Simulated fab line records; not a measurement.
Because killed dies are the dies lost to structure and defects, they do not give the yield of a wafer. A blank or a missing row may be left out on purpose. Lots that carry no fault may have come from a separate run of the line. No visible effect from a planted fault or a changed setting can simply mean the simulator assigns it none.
Which of the tools did it? | flow berkeley cmos170 | Sampling: 14 lots, 42 wafers, 3 of 331 route steps

## WHAT EACH GAUGE READ, for each wafer
UCB170_SILICIDE_RS_MEAS_02: measures by four-point-probe.
lot  | measured     | on            | SILICIDE_TI_RS (ohm/sq)
L874 | day 8 13:52  | film metro-02 | 25.8 25.7 26.0
L876 | day 8 17:32  | film metro-04 | 26.0 25.7 26.4
L875 | day 8 18:05  | film metro-02 | 26.1 26.1 25.9
L879 | day 9 04:19  | film metro-04 | 26.0 25.9 25.7
L878 | day 9 04:49  | film metro-01 | 25.6 25.7 25.9
L877 | day 9 04:58  | film metro-04 | 26.4 27.0 26.4
L889 | day 11 08:26 | film metro-04 | 25.6 25.5 25.3
L888 | day 11 08:42 | film metro-04 | 25.6 26.0 25.5
L890 | day 11 09:09 | film metro-02 | 26.0 25.9 26.3
L892 | day 11 19:36 | film metro-04 | 25.6 25.4 25.5
L894 | day 11 19:44 | film metro-01 | 26.1 25.4 26.2
L893 | day 11 20:01 | film metro-04 | 26.3 26.4 26.3
L895 | day 12 10:11 | film metro-04 | 25.9 25.4 25.6
L897 | day 12 21:44 | film metro-04 | 26.4 26.4 26.0

UCB170_V1_BOW_MEAS_03.
lot  | measured     | on            | V1_BOW (um)
L874 | day 8 23:25  | film metro-04 | 14 16 13
L876 | day 9 01:55  | film metro-03 | 20 25 24
L875 | day 9 03:15  | film metro-01 | 19 3 20
L879 | day 9 16:20  | film metro-04 | 17 32 29
L878 | day 9 17:41  | film metro-04 | 16 21 19
L877 | day 9 18:58  | film metro-03 | 25 15 19
L889 | day 11 18:17 | film metro-04 | 7 22 24
L888 | day 11 19:40 | film metro-03 | 7 19 25
L890 | day 11 21:05 | film metro-03 | 16 22 19
L892 | day 12 05:31 | film metro-03 | 16 15 18
L894 | day 12 06:49 | film metro-04 | 27 18 21
L893 | day 12 09:14 | film metro-03 | 18 17 15
L895 | day 12 21:11 | film metro-01 | 17 20 13
L897 | day 13 06:13 | film metro-03 | 11 32 18

## WHAT TOOL EACH LOT RAN ON (gives the tool, then ch and the chambers of the sampled wafers, and finally the start)
lot  | UCB170_SILICIDE_SPUTTER_01
L874 | pvd sputter-01, day 8 13:49
L876 | pvd sputter-03, day 8 17:30
L875 | pvd sputter-02, day 8 18:04
L879 | pvd sputter-03, day 9 04:14
L878 | pvd sputter-01, day 9 04:45
L877 | pvd sputter-02, day 9 04:56
L889 | pvd sputter-03, day 11 08:25
L888 | pvd sputter-01, day 11 08:40
L890 | pvd sputter-03, day 11 09:07
L892 | pvd sputter-01, day 11 19:33
L894 | pvd sputter-03, day 11 19:43
L893 | pvd sputter-02, day 11 19:56
L895 | pvd sputter-03, day 12 10:07
L897 | pvd sputter-02, day 12 21:41
- UCB170_SILICIDE_SPUTTER_01: material Ti, target thk 30 nm, time 25 s.

## WHAT THE TOOLS THEMSELVES READ (means of the sampled wafers that have a number; where no wafer has one, the mark that the record gives instead)
UCB170_SILICIDE_SPUTTER_01.
lot  | tool           | throttle valve pct (%)
L874 | pvd sputter-01 | 30.6
L876 | pvd sputter-03 | 29.5
L875 | pvd sputter-02 | 29.3
L879 | pvd sputter-03 | 29.4
L878 | pvd sputter-01 | 30.0
L877 | pvd sputter-02 | 29.6
L889 | pvd sputter-03 | 29.3
L888 | pvd sputter-01 | 30.6
L890 | pvd sputter-03 | 29.5
L892 | pvd sputter-01 | 30.0
L894 | pvd sputter-03 | 29.6
L893 | pvd sputter-02 | 30.3
L895 | pvd sputter-03 | 29.2
L897 | pvd sputter-02 | 30.3

## THE ANSWER, worked out from the rows above alone
Rule: what is usual is taken from the lots themselves. Put in order of their means at a reading, lots are off if they are a third of the lots or fewer, leave a main group of 4 or more, and stand apart from it by a gap of 3 or more times the standard deviation of the main group's means; of several such gaps the widest counts. A main group is skipped when, at the precision printed for the reading in the tables above, its means are all equal. A lot without any number at a reading at which 4 lots or more have one is off too. Any other lot the step has rows for is counted as sound. First the gauges in route order, then the tools' own readings, where a lot's mean is used as printed above. At the first step where some lot is off, the reading lying furthest off is the one used; lots without a number count as furthest.
None of the lots is off at any reading shown; this tells nothing.

## WHAT THE SIMULATOR HAD INSERTED
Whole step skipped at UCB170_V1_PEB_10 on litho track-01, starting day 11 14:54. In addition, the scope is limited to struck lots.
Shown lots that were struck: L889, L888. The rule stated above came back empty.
